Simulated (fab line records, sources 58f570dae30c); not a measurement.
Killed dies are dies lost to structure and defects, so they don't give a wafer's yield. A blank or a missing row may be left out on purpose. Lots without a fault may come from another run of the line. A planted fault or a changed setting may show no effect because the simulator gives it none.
Which tool did it? | flow berkeley_cmos170 | 14 lots, 42 wafers sampled, at 5 steps of a route of 331

WHAT THE GAUGES READ, wafer by wafer
UCB170_PVT_TW_MEAS_09.
lot  | measured     | on            | PVT_TW
L596 | day 6 22:11  | film_metro-03 | 507 505 503
L597 | day 6 21:49  | film_metro-01 | 502 501 502
L598 | day 6 22:06  | film_metro-04 | 506 510 508
L599 | day 7 05:25  | film_metro-01 | 499 498 498
L600 | day 7 05:12  | film_metro-01 | 500 500 498
L602 | day 7 13:35  | film_metro-04 | 508 508 508
L603 | day 8 07:35  | film_metro-03 | 506 505 504
L605 | day 8 07:20  | film_metro-04 | 509 505 507
L606 | day 9 05:04  | film_metro-03 | 504 506 504
L608 | day 9 04:29  | film_metro-03 | 503 508 504
L609 | day 9 04:23  | film_metro-04 | 509 508 511
L610 | day 9 18:50  | film_metro-03 | 506 506 506
L615 | day 10 12:19 | film_metro-03 | 495 493 496
L617 | day 11 07:37 | film_metro-01 | 495 494 497

WHICH TOOL RAN EACH LOT (tool, then ch and the chambers of the sampled wafers, then the start)
lot  | UCB170_ZERO_ETCH_06               | UCB170_ZERO_STRIP_07                | UCB170_PWELL_STRIP_16               | UCB170_PVT_IMPLANT_07
L596 | rie_diel-03 ch 2,3, day 2 02:28   | plasma_asher-03 ch 0,1, day 2 02:29 | plasma_asher-03 ch 0,1, day 3 14:14 | implanter-02 ch 0, day 6 21:56
L597 | rie_diel-02 ch 0,2, day 2 05:51   | plasma_asher-04 ch 0, day 2 05:53   | plasma_asher-02 ch 0,1, day 3 14:31 | implanter-03 ch 0, day 6 21:35
L598 | rie_diel-01 ch 0,1,3, day 2 14:50 | plasma_asher-04 ch 0,1, day 2 14:54 | plasma_asher-02 ch 0,1, day 3 23:25 | implanter-04 ch 0, day 6 21:53
L599 | rie_diel-01 ch 0,1,2, day 2 19:25 | plasma_asher-01 ch 0,1, day 2 19:26 | plasma_asher-02 ch 0,1, day 4 05:08 | implanter-02 ch 0, day 7 05:10
L600 | rie_diel-03 ch 0,3, day 2 19:34   | plasma_asher-03 ch 0,1, day 2 19:37 | plasma_asher-03 ch 0,1, day 4 05:20 | implanter-04 ch 0, day 7 04:59
L602 | rie_diel-03 ch 1,3, day 3 07:02   | plasma_asher-03 ch 0,1, day 3 07:04 | plasma_asher-02 ch 0,1, day 4 21:52 | implanter-03 ch 0, day 7 13:20
L603 | rie_diel-02 ch 1,2, day 3 12:48   | plasma_asher-03 ch 0,1, day 3 12:49 | plasma_asher-03 ch 0,1, day 5 05:59 | implanter-03 ch 0, day 8 07:20
L605 | rie_diel-01 ch 0,1,3, day 3 22:43 | plasma_asher-04 ch 0,1, day 3 22:44 | plasma_asher-01 ch 0,1, day 5 06:03 | implanter-04 ch 0, day 8 07:05
L606 | rie_diel-03 ch 0,3, day 4 08:55   | plasma_asher-04 ch 0,1, day 4 08:56 | plasma_asher-03 ch 0,1, day 5 23:23 | implanter-02 ch 0, day 9 04:50
L608 | rie_diel-03 ch 0,1, day 4 15:50   | plasma_asher-01 ch 0,1, day 4 15:52 | plasma_asher-02 ch 0,1, day 6 03:44 | implanter-02 ch 0, day 9 04:15
L609 | rie_diel-02 ch 0,1,2, day 4 22:53 | plasma_asher-03 ch 0,1, day 4 22:54 | plasma_asher-01 ch 0,1, day 6 03:52 | implanter-04 ch 0, day 9 04:09
L610 | rie_diel-03 ch 0,3, day 5 03:06   | plasma_asher-01 ch 0,1, day 5 03:07 | plasma_asher-01 ch 0,1, day 6 11:02 | implanter-02 ch 0, day 9 18:36
L615 | rie_diel-02 ch 0,1,3, day 6 00:40 | plasma_asher-03 ch 1, day 6 00:41   | plasma_asher-01 ch 0,1, day 7 11:56 | implanter-02 ch 0, day 10 12:05
L617 | rie_diel-02 ch 1,2, day 6 13:38   | plasma_asher-04 ch 0,1, day 6 13:40 | plasma_asher-02 ch 0,1, day 8 04:19 | implanter-02 ch 0, day 11 07:23
- UCB170_ZERO_ETCH_06: etches SiO2 in CHF3/CF4/Ar, time 12 s.
- UCB170_ZERO_STRIP_07: strips in O2.
- UCB170_PWELL_STRIP_16: strips in O2.
- UCB170_PVT_IMPLANT_07

WHAT THE TOOLS THEMSELVES READ (means of the sampled wafers that have a number; where no wafer has one, the mark that the record gives instead)
UCB170_ZERO_ETCH_06.
lot  | tool        | drypump_motor_current_A (A) | oes_product_au (a.u.) | throttle_valve_pct (%)
L596 | rie_diel-03 | 5.8                         | 0.620                 | 9.14
L597 | rie_diel-02 | 6.0                         | 0.620                 | 9.37
L598 | rie_diel-01 | 5.6                         | 0.616                 | 9.31
L599 | rie_diel-01 | 6.2                         | 0.621                 | 9.26
L600 | rie_diel-03 | 5.9                         | 0.622                 | 9.11
L602 | rie_diel-03 | 6.0                         | 0.623                 | 9.17
L603 | rie_diel-02 | 5.7                         | 0.612                 | 9.20
L605 | rie_diel-01 | 5.7                         | 0.613                 | 9.32
L606 | rie_diel-03 | 5.9                         | 0.627                 | 9.13
L608 | rie_diel-03 | 6.1                         | 0.622                 | 9.24
L609 | rie_diel-02 | 5.9                         | 0.618                 | 9.24
L610 | rie_diel-03 | 5.9                         | 0.625                 | 9.14
L615 | rie_diel-02 | 5.8                         | 0.619                 | 9.13
L617 | rie_diel-02 | 5.8                         | 0.609                 | 9.20

UCB170_ZERO_STRIP_07.
lot  | tool            | drypump_motor_current_A (A) | oes_product_au (a.u.) | strip_time_to_endpoint_s (s)
L596 | plasma_asher-03 | 4.9                         | 0.726                 | 21.64
L597 | plasma_asher-04 | 5.7                         | 0.725                 | 21.79
L598 | plasma_asher-04 | 5.4                         | 0.728                 | 21.71
L599 | plasma_asher-01 | 5.5                         | 0.727                 | 21.77
L600 | plasma_asher-03 | 4.9                         | 0.727                 | 21.77
L602 | plasma_asher-03 | 4.9                         | 0.732                 | 21.74
L603 | plasma_asher-03 | 4.9                         | 0.726                 | 21.66
L605 | plasma_asher-04 | 5.0                         | 0.725                 | 21.84
L606 | plasma_asher-04 | 5.1                         | 0.730                 | 21.77
L608 | plasma_asher-01 | 5.7                         | 0.729                 | 21.78
L609 | plasma_asher-03 | 4.9                         | 0.727                 | 21.82
L610 | plasma_asher-01 | 5.5                         | 0.728                 | 21.73
L615 | plasma_asher-03 | 5.0                         | 0.726                 | 21.77
L617 | plasma_asher-04 | 5.4                         | 0.728                 | 21.78

UCB170_PWELL_STRIP_16.
lot  | tool            | drypump_motor_current_A (A) | oes_product_au (a.u.) | strip_time_to_endpoint_s (s)
L596 | plasma_asher-03 | 4.9                         | 0.727                 | 18.09
L597 | plasma_asher-02 | 5.3                         | 0.729                 | 18.04
L598 | plasma_asher-02 | 5.5                         | 0.728                 | 18.04
L599 | plasma_asher-02 | 5.3                         | 0.731                 | 18.06
L600 | plasma_asher-03 | 4.9                         | 0.732                 | 18.03
L602 | plasma_asher-02 | 5.5                         | 0.734                 | 18.11
L603 | plasma_asher-03 | 4.9                         | 0.730                 | 17.99
L605 | plasma_asher-01 | 5.7                         | 0.729                 | 17.99
L606 | plasma_asher-03 | 4.9                         | 0.727                 | 18.02
L608 | plasma_asher-02 | 5.3                         | 0.729                 | 18.09
L609 | plasma_asher-01 | 5.7                         | 0.733                 | 18.01
L610 | plasma_asher-01 | 5.5                         | 0.726                 | 18.12
L615 | plasma_asher-01 | 5.7                         | 0.728                 | 18.05
L617 | plasma_asher-02 | 5.5                         | 0.730                 | 18.11

UCB170_PVT_IMPLANT_07.
lot  | tool         | beam_energy_keV | faraday_current_uA
L596 | implanter-02 | 29.990          | 6.26
L597 | implanter-03 | 29.991          | 6.43
L598 | implanter-04 | 30.006          | 6.38
L599 | implanter-02 | 30.009          | 6.24
L600 | implanter-04 | 30.000          | 6.30
L602 | implanter-03 | 30.002          | 6.46
L603 | implanter-03 | 30.006          | 6.41
L605 | implanter-04 | 29.995          | 6.35
L606 | implanter-02 | 30.003          | 6.36
L608 | implanter-02 | 30.014          | 6.31
L609 | implanter-04 | 30.009          | 6.36
L610 | implanter-02 | 30.009          | 6.18
L615 | implanter-02 | 27.931          | 6.38
L617 | implanter-02 | 27.917          | 6.34

THE ANSWER, worked out from the rows above alone
Rule: what is usual is taken from the lots themselves. Put in order of their means at a reading, lots are off if they are a third of the lots or fewer, leave a main group of 4 or more, and stand apart from it by a gap of 3 or more times the standard deviation of the main group's means; of several such gaps the widest counts. A main group whose means are all the same, to the digits that the tables above print for the reading, isn't used. A lot without any number at a reading at which 4 lots or more have one is off too. The other lots that the step has rows for count as sound. The gauges are gone through in route order, then the tools' own readings, and for those a lot's mean is taken as printed above. The first step at which some lot is off is used, and at that step the reading that is off furthest; a lot without a number counts as furthest.
Off: L615, L617, at UCB170_PVT_IMPLANT_07 (beam_energy_keV). The main group: mean 30.003, standard deviation 0.0073.
A tool fits if, at that step or a process step before it, it ran every lot that is off, and no sound lot after the first of them. Can't be told from this: 2 tools fit, rie_diel-02 at UCB170_ZERO_ETCH_06, implanter-02 at UCB170_PVT_IMPLANT_07.

WHAT THE SIMULATOR HAD PUT IN
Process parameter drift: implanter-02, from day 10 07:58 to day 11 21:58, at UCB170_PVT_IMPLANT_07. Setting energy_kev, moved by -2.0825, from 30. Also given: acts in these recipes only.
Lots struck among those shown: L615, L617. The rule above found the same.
